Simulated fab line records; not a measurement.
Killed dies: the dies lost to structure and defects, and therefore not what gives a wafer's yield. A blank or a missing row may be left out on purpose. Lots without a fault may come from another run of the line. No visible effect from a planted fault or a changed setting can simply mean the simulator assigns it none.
A struck lot beside a sound one || flow berkeley cmos170 || 18 steps out of a route of 331
Sound: wafers L807.2, L807.4, L807.5. Wafers L804.1, L804.2, L804.3 were the ones struck. The cause comes at the end.
Per side, at each step with rows, come the tool, then ch with its chambers, and then its first start. Under that, the readings that differ: sound wafers || struck wafers || difference of the means || sigmas: that difference in standard deviations of wafers without a fault.
alike: a reading whose means differ by less than 2 such deviations, as well as words and numbers matching on both sides. not compared: withheld readings; readings where some wafer has no value; bounds like >300 that might hide an equal value; numbers whose values overlap and for which the record gives no deviation.
Wherever a step has rows on one side only, a row that says differs or no value, or a row with sigmas, the two part there. Non-overlapping numbers with no deviation appear without sigmas and do not part them. Lack of a reading on every wafer of one side parts them only where that side has two or more wafers.

first, 1 step without rows for these wafers: UCB170_CONTACT_SOFTBAKE_05 (time 60 s).
UCB170_CONTACT_STRIP_06: strips in O2.
  sound on plasma asher-03 ch 0,1, day 11 18:34; struck on plasma asher-03 ch 0,1, day 11 10:07
  alike: drypump motor current A, oes product au, strip time to endpoint s
  not compared: rf hours counter h
then, 1 step without rows for these wafers: UCB170_CONTACT_CLEAN_07 (cleans in SPM, time 600 s).
UCB170_CONTACT_RTA_08: time 10 s.
  sound on rtp anneal-01 ch 0, day 11 18:52; struck on rtp anneal-02 ch 0, day 11 10:31
  alike: lamp power pct, wafer_temp_C_max
then, 6 steps without rows for these wafers: UCB170_CONTACT_COAT_09; UCB170_CONTACT_COAT_10 (resist thk 900 nm); UCB170_CONTACT_SOFTBAKE_11 (time 60 s); UCB170_CONTACT_EXPOSE_12 (exposes mask CONT, target cd 700 nm); UCB170_CONTACT_PEB_13; UCB170_CONTACT_DEVELOP_14 (develop time 45 s).
UCB170_CONTACT_CD_MEAS_15: the cd target is 700 nm.
  struck on cd sem-02, day 11 11:48; sound on cd sem-02, day 11 20:29
  alike: cd nm
UCB170_CONTACT_OVL_MEAS_16:
  struck on overlay-02, day 11 11:55; sound on overlay-01, day 11 20:36
  alike: CONTACT_OVL
UCB170_CONTACT_ETCH_17: etches BARC in N2/H2.
  sound on rie diel-01 ch 1,3, day 11 20:38; struck on rie diel-03 ch 0,1,2, day 11 11:58
  no value came back on the struck wafers for any of 5 readings (bias w (W), chamber pressure mTorr (mTorr) and others); on the sound wafers bias w (W) reads 100.2 100.0 99.7
UCB170_CONTACT_ETCH_18: etches PSG in CHF3/CF4/Ar, stops on TiSi2, target depth 840 nm, time 195 s.
  sound: rie diel-01 ch 1,3; struck: rie diel-03 ch 0,1,2
{"reading": "oes product au (a.u.)", "sound": "0.868 0.879 0.880", "struck": "0.387 0.366 0.375", "difference": -0.500, "sigmas": -31}
  alike: CHF3_flow_sccm, cf4 flow sccm, drypump motor current A, throttle valve pct
  not compared: rf hours counter h
UCB170_CONTACT_STRIP_19: strips in O2.
  sound on plasma asher-01 ch 0,1, day 11 20:48; struck on plasma asher-01 ch 0,1, day 11 12:07
  alike: drypump motor current A, oes product au
  not compared: rf hours counter h
UCB170_CONTACT_CD_MEAS_90: the cd target is 700 nm.
  struck on cd sem-01, day 11 12:13; sound on cd sem-01, day 11 20:55
{"reading": "cd nm (nm)", "sound": "699.8 699.2 699.8", "struck": "- - -", "difference": "no value on the struck wafers", "sigmas": ""}
then, 1 step without rows for these wafers: UCB170_CONTACT_CLEAN_20 (cleans in SPM, time 600 s).
UCB170_M3_PROBE_99:
  rows exist in the record for the struck wafers here (prober-02, day 12 02:43), but not for the sound ones

## WHERE THEY PART
Last at UCB170_M3_PROBE_99 as far as this record goes, first at UCB170_CONTACT_ETCH_17.

WHY: what had been put in by the simulator
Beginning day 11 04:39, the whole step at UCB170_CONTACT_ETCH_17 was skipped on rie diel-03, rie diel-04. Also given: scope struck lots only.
